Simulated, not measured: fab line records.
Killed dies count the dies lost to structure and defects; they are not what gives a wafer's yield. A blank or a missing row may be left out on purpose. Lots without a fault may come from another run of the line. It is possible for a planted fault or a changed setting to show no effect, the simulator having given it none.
Which tool was responsible? | flow rit_cmos | 6 lots, 18 wafers sampled, at 1 step of a route of 202

== WHAT THE GAUGES READ, wafer by wafer ==
RIT_GATE_THK_MEAS_07.
lot  | measured    | on            | GATE_OXIDE_THK (nm)
L727 | day 2 23:17 | film_metro-03 | 3.01 2.98 2.98
L729 | day 3 03:11 | film_metro-02 | 3.11 3.15 3.07
L731 | day 3 15:50 | film_metro-03 | 3.09 2.98 3.00
L733 | day 4 02:47 | film_metro-02 | 3.07 3.10 3.11
L748 | day 7 10:04 | film_metro-04 | 3.01 3.05 2.93
L749 | day 7 14:38 | film_metro-02 | 2.99 3.05 3.09

== WHICH TOOL RAN EACH LOT (tool, then ch and the chambers of the sampled wafers, then the start) ==
The record shows no process step preceding these readings.

== THE ANSWER, worked out from the rows above alone ==
Rule: the lots themselves supply what counts as usual. The widest of any qualifying gaps counts: lots, ordered by their means at a reading, are off when they make up no more than a third of the lots, leave a main group of 4 or more, and stand apart from it by 3 or more times the standard deviation of that group's means. A main group whose means are all the same, to the digits that the tables above print for the reading, isn't used. A lot without any number at a reading at which 4 lots or more have one is off too. All remaining lots with rows at the step are treated as sound.
No lot is off on any of the readings shown, so nothing can be concluded from this.

== WHAT HAD BEEN PUT IN BY THE SIMULATOR ==
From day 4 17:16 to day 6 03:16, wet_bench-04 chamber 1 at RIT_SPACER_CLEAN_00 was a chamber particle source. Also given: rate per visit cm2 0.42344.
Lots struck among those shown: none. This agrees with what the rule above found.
